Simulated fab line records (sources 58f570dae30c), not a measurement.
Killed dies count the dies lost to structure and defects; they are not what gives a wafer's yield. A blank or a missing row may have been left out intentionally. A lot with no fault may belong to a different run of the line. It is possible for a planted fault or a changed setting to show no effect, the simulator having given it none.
2 desks, one fault ; flow berkeley_cmos170 ; each desk holds nothing but its own numbers, with what lay behind them at the end

## METROLOGY DESK
What the gauges read, lot by lot, whatever tool the lot ran on: means of the sampled wafers that have a number. Marked OUT: a lot whose mean sits more than 4 standard deviations from the usual mean, which makes it out of limits; the brackets give that distance.
Columns: A = NSD_RS at UCB170_SDANNEAL_RS_MEAS_03, usual 37.27 ohm/sq
lot;first seen here;A
L230;day 7 03:02;37.39
L228;day 7 03:41;37.34
L232;day 8 05:47;37.41
L233;day 8 05:47;37.26
L234;day 8 17:35;37.28
L236;day 8 17:53;37.18
L235;day 8 18:04;37.29
L237;day 9 19:45;37.22
L239;day 9 20:22;37.27
L243;day 9 20:44;38.15 (+12) OUT
L246;day 10 08:26;38.25 (+13) OUT
L245;day 10 08:29;38.10 (+11) OUT
L244;day 10 08:35;37.22
L248;day 11 10:49;37.23
L249;day 11 10:58;37.34
This desk finds L243, L245, L246 out of limits, with the earliest case on L243 at day 9 20:44 (NSD_RS at UCB170_SDANNEAL_RS_MEAS_03). Within limits: L230, L228, L232, L233, L234, L236, L235, L237, L239, L244, L248, L249.

## DESK OF THE TOOL OWNER: implanter-02
UCB170_NSD_IMPLANT_08, tool's own readings: per-lot mean of the sampled wafers with a number, covering each lot this tool ran. Marked OUT: a lot whose mean sits more than 4 standard deviations from the usual mean, which makes it out of limits; the brackets give that distance.
Columns: A = beam_energy_keV at UCB170_NSD_IMPLANT_08, usual 39.998; B = dose_ions_cm2 at UCB170_NSD_IMPLANT_08, usual 3e+15; C = faraday_current_uA at UCB170_NSD_IMPLANT_08, usual 9273
lot;first seen here;A;B;C
L235;day 8 16:08;39.998;3e+15;9203
L237;day 9 17:54;39.991;3e+15;9324
L243;day 9 19:02;39.988;3e+15 (-43) OUT;8805
L246;day 10 04:36;39.998;3e+15 (-42) OUT;8685
L245;day 10 05:03;40.000;3e+15 (-42) OUT;8747
This desk's finding: out of limits on L243, L245, L246; first on L243, day 9 19:02 (dose_ions_cm2 at UCB170_NSD_IMPLANT_08). Within limits: L235, L237.

## ALL TOGETHER
On L243, L245, L246, at day 9 19:02, an alarm was possible from the tool owner's desk.
Metrology desk: alarm possible at day 9 20:44 on L243, L245, L246.
The lots listed all ran UCB170_NSD_IMPLANT_08 on implanter-02.

## WHAT THE SIMULATOR PUT IN
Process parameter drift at UCB170_NSD_IMPLANT_08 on implanter-02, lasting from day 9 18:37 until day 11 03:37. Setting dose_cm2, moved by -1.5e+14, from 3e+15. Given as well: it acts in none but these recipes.
Lots struck among those shown: L243, L245, L246.
Delay (hours) between the fault's onset and each desk's first out-of-limits reading: 0 at the tool owner's desk, 2 at the metrology desk.
